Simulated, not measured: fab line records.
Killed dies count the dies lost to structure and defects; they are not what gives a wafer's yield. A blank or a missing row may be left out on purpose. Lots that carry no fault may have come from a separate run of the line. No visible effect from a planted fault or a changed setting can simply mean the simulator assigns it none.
Problem report in the 8D (eight disciplines) form, filled by code || flow berkeleyCmos170 || the parts of the form that need people (team, actions taken, sign-off) are left out

1. THE ISSUE
tiltDeg at UCB170_PLDD_IMPLANT_09 reads a mean of 6.335 degrees on 6 wafers of 2 lots; wafers without a fault read 7.000 degrees with a standard deviation of 0.02. Relative to the usual mean, that is a shift of -33 standard deviations.
First observed at day 8 16:35: wafer L110.1, on implanter-03. The record has a number at this step for 42 wafers belonging to 14 lots. Rule for "out" (also "out of limits"): further than 4 standard deviations from the usual mean. The rest of the wafers with a number are treated as sound.

2. WHAT IT IS; WHAT IT IS NOT
{"question": "which readings at this step", "is": "tiltDeg", "is not": "endStationPressureTorr"}
{"question": "which lots", "is": "L110, L112", "is not": "L100, L101, L102, L104, L105, L106, L107, L113, L118, L121, L122, L123"}
{"question": "which wafers of those lots", "is": "all that have a number", "is not": "-"}
{"question": "read on which tools", "is": "implanter-03", "is not": "implanter-02, implanter-04"}
{"question": "when", "is": "from day 8 16:35", "is not": "up to then (21 sound wafers); but 15 sound wafers of L113, L118, L121, L122, L123 came after"}

3. WHAT RULES OUT EACH SUSPECT
Counting: a tool at any process step up to the reading remains a suspect when it ran all the lots that are out and ran no sound lot after the first of those.
- implanter-03 at UCB170_PLDD_IMPLANT_09: kept. It processed each lot that is out, first L110 at day 8 16:35, and no sound lot thereafter; up to then, the last sound lot it processed was L107 at day 7 23:25. Its own readings are out on those wafers: tiltDeg.
After counting, what remains is implanter-03 at UCB170_PLDD_IMPLANT_09.

4. THE CAUSE (what the simulator had put in)
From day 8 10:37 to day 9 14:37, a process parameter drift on implanter-03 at UCB170_PLDD_IMPLANT_09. From 7, the setting tiltDeg moved by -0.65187. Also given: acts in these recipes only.
After counting, this tool was the only one left.

5. THE EFFECT CHAIN, in route order
Each row: a reading where the mean over the struck wafers with a number is more than 3 standard deviations away from the usual. Only readings for which the record gives a usual standard deviation are gone through. hours: the time from each lot's start at the first step in this table that gives one to its start at this step, as a median over the lots. sigmas: the change in usual standard deviations.
{"hours": 0, "step": "UCB170_PLDD_IMPLANT_09", "reading": "tiltDeg", "usual": "7.000 degrees", "on struck wafers": 6.335, "change": -0.665, "sigmas": -33}
It contains these process steps:
- UCB170_PLDD_IMPLANT_09
Later measuring or inspecting steps at which every struck wafer that the step has a row for has a number for every such reading, and none has moved that far: UCB170_NLDD_OVL_MEAS_07.

6. HOW IT WOULD HAVE BEEN CAUGHT EARLIER
In this record no reading fell out of limits until day 8 16:35, 6 hours after the fault had begun at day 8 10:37.
